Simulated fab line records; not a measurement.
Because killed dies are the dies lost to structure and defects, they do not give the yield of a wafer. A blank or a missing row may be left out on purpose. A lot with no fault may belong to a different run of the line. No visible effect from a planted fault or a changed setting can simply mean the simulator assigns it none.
The tool behind it: which one? || flow rit-cmos || 21 wafers from 7 lots sampled at 2 of the route's 202 steps

WHAT THE GAUGES READ, wafer by wafer
RIT_PRETRO_OVL_MEAS_06.
{"lot": "L610", "measured": "day 2 12:44", "on": "overlay-02", "PRETRO_OVL (nm)": "2.9 1.7 0.0"}
{"lot": "L612", "measured": "day 2 21:34", "on": "overlay-01", "PRETRO_OVL (nm)": "1.7 1.3 1.1"}
{"lot": "L618", "measured": "day 4 03:19", "on": "overlay-01", "PRETRO_OVL (nm)": "0.4 -0.2 -0.6"}
{"lot": "L620", "measured": "day 4 13:23", "on": "overlay-02", "PRETRO_OVL (nm)": "1.1 0.8 1.9"}
{"lot": "L623", "measured": "day 5 05:07", "on": "overlay-02", "PRETRO_OVL (nm)": "- - -"}
{"lot": "L625", "measured": "day 5 14:41", "on": "overlay-02", "PRETRO_OVL (nm)": "-0.7 1.2 1.0"}
{"lot": "L629", "measured": "day 6 11:13", "on": "overlay-01", "PRETRO_OVL (nm)": "2.9 0.5 -1.1"}

WHICH TOOL RAN EACH LOT (tool, then ch and the chambers of the sampled wafers, then the start)
{"lot": "L610", "RIT_PRETRO_COAT_01": "litho-track-02 ch 0, day 2 11:41"}
{"lot": "L612", "RIT_PRETRO_COAT_01": "litho-track-02 ch 0, day 2 20:43"}
{"lot": "L618", "RIT_PRETRO_COAT_01": "litho-track-04 ch 0, day 4 02:37"}
{"lot": "L620", "RIT_PRETRO_COAT_01": "litho-track-04 ch 0, day 4 12:34"}
{"lot": "L623", "RIT_PRETRO_COAT_01": "litho-track-02, day 5 04:10"}
{"lot": "L625", "RIT_PRETRO_COAT_01": "litho-track-04 ch 0, day 5 13:50"}
{"lot": "L629", "RIT_PRETRO_COAT_01": "litho-track-04 ch 0, day 6 10:29"}
- RIT_PRETRO_COAT_01: resist thk 1300 nm.

THE ANSWER, worked out from the rows above alone
Rule: what is usual is taken from the lots themselves. Put in order of their means at a reading, lots are off if they are a third of the lots or fewer, leave a main group of 4 or more, and stand apart from it by a gap of 3 or more times the standard deviation of the main group's means; of several such gaps the widest counts. A main group whose means are all the same, to the digits that the tables above print for the reading, isn't used. A lot without any number at a reading at which 4 lots or more have one is off too. The other lots that the step has rows for count as sound.
Off: L623, seen at RIT_PRETRO_OVL_MEAS_06 (PRETRO_OVL). Without a number there: L623. Main group: mean 0.9 nm, sd 0.58.
A tool fits if, at a process step before that reading, it ran every lot that is off, and no sound lot after the first of them. Gauges at RIT_PRETRO_OVL_MEAS_06: tried the same way as those tools. One candidate fits, namely litho-track-02 at RIT_PRETRO_COAT_01. A fault onset in the window from L612 (day 2 20:43, its last sound lot) to L623 (day 5 04:10, its first lot off) fits.

WHAT THE SIMULATOR PUT IN
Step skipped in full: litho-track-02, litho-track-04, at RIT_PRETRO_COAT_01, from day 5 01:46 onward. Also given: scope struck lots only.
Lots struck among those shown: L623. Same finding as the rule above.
